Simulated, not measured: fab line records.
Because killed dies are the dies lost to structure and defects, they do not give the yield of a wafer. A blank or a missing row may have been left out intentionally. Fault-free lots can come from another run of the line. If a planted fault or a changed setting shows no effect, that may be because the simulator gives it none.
Comparing a struck lot with a sound one / flow ritCmos / 20 steps out of a route of 202
Sound: wafers L151.2, L151.4, L151.5. Wafers L160.1, L160.3, L160.4 were the ones struck. The cause comes at the end.
For every step that has rows: the tool of each side, followed by ch and its chambers, followed by its first start. Under that, the readings that differ: sound wafers / struck wafers / difference of the means / sigmas: that difference in standard deviations of wafers without a fault.
alike: words and numbers the same on both sides, and readings whose means are apart by under 2 such deviations; not compared: readings that were withheld, readings missing a value for some wafer, numbers with overlapping values and no deviation given by the record, and bounds like >300 which may hide the same value.
The two part at a step that has a row with sigmas, a row that says differs or no value, or rows on one side only. Numbers that have no deviation but don't overlap get no sigmas and don't part them. A reading missing from all wafers of one side parts the sides only when that side holds two or more wafers.

first, 2 steps without rows for these wafers: RIT_NWELL_HARDBAKE_07 (time 120 s); RIT_NWELL_IMPLANT_08.
RIT_NWELL_STRIP_09: strips in O2, time 180 s.
  sound on plasmaAsher-03 ch 0,1, day 2 09:15; struck on plasmaAsher-01 ch 0,1, day 4 07:11
  alike: drypumpMotorCurrentA, o2FlowSccm, rfReflPowerW
  not compared: rfHoursCounterH
RIT_NWELL_TW_MEAS_10:
  sound: filmMetro-04 at day 2 09:26; struck: filmMetro-04 at day 4 07:22
  alike: NWELL_TW
then, 6 steps without rows for these wafers: RIT_PWELL_HMDS_00 (prime time 60 s); RIT_PWELL_COAT_01 (resist thk 1300 nm); RIT_PWELL_SOFTBAKE_02 (time 60 s); RIT_PWELL_EXPOSE_03 (exposes mask M3, target cd 43700 nm); RIT_PWELL_PEB_04; RIT_PWELL_DEVELOP_05 (develop time 68 s).
RIT_PWELL_OVL_MEAS_06:
  sound: overlay-01 at day 2 10:30; struck: overlay-02 at day 4 08:18
  alike: PWELL_OVL
then, 1 step without rows for these wafers: RIT_PWELL_HARDBAKE_07 (time 120 s).
RIT_PWELL_IMPLANT_08:
  sound on implanter-02 ch 0, day 2 10:48; struck on implanter-04 ch 0, day 4 08:35
reading=beamEnergyKeV; sound=170.03 170.00 170.02; struck=119.02 118.98 118.98; difference=-51.02; sigmas=-99 or more
reading=model.implant.rpNm (nm); sound=488.4 488.4 488.4; struck=380 380 380; difference=-108; sigmas=
reading=model.implant.drpNm (nm); sound=102.9 102.9 102.9; struck=89.74 89.74 89.74; difference=-13.16; sigmas=
RIT_PWELL_STRIP_09: strips in O2, time 180 s.
  sound on plasmaAsher-04 ch 0, day 2 10:56; struck on plasmaAsher-03 ch 0,1, day 4 08:44
  alike: drypumpMotorCurrentA, o2FlowSccm, rfReflPowerW
  not compared: rfHoursCounterH
RIT_PWELL_TW_MEAS_10:
  sound: filmMetro-01 at day 2 11:07; struck: filmMetro-04 at day 4 08:55
  alike: PWELL_TW
then, 1 step without rows for these wafers: RIT_WELLDRIVE_ANNEAL_00 (time 14700 s).
RIT_WELLDRIVE_RS_MEAS_01: the measuring method here is four-point-probe.
  sound: filmMetro-02 at day 2 16:44; struck: filmMetro-02 at day 4 14:22
reading=NWELL_RS (ohm/sq); sound=277.8 276.5 276.6; struck=276.4 275.5 275.0; difference=-1.3; sigmas=-2
RIT_WELLDRIVE_RS_MEAS_02: the measuring method here is four-point-probe.
  sound: filmMetro-02 at day 2 16:52; struck: filmMetro-02 at day 4 14:29
reading=PWELL_RS (ohm/sq); sound=429.0 429.3 429.6; struck=444.0 443.4 444.8; difference=+14.8; sigmas=+12
then, 1 step without rows for these wafers: RIT_NRETRO_HMDS_00 (prime time 60 s).
RIT_M1_PROBE_99:
  sound: prober-01 at day 3 21:20; struck: prober-01 at day 5 20:32
reading=model.etest.pwell.rsOhmSq; sound=415.3 415.9 417.4; struck=454.7 458.3 462.7; difference=+42.4; sigmas=
reading=model.etest.nmosTurned.driveUaUm; sound=328.6 330.8 325.7; struck=318.4 312.1 308.3; difference=-15.4; sigmas=
reading=model.etest.pwellPinched.rsOhmSq; sound=453.4 462.3 461.9; struck=470.4 476.7 470.5; difference=+13.3; sigmas=
reading=model.etest.nmosNarrow.driveUaUm; sound=217.4 219.3 218.4; struck=229.3 225.2 221.8; difference=+7.1; sigmas=
reading=model.etest.retroEdgeNmos.offLog10AUm; sound=-9.774 -9.811 -9.93; struck=-10.16 -10.51 -10.37; difference=-0.51; sigmas=
  alike: killedAtFrontEnd, killedDies, killedOpen, killedShort
  not compared: model.etest.nmos_0p3.rOnOhmUm, model.etest.nmos_0p15.driveUaUm, model.etest.nmos_0p3.driveUaUm

== WHERE THEY PART ==
Earliest at RIT_PWELL_IMPLANT_08; latest, in this record, at RIT_WELLDRIVE_RS_MEAS_02. Later steps at which nothing parts them and some readings are alike: RIT_M1_PROBE_99.

WHY: the cause the simulator had injected
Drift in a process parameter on implanter-04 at RIT_PWELL_IMPLANT_08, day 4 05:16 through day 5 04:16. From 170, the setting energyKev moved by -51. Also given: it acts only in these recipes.
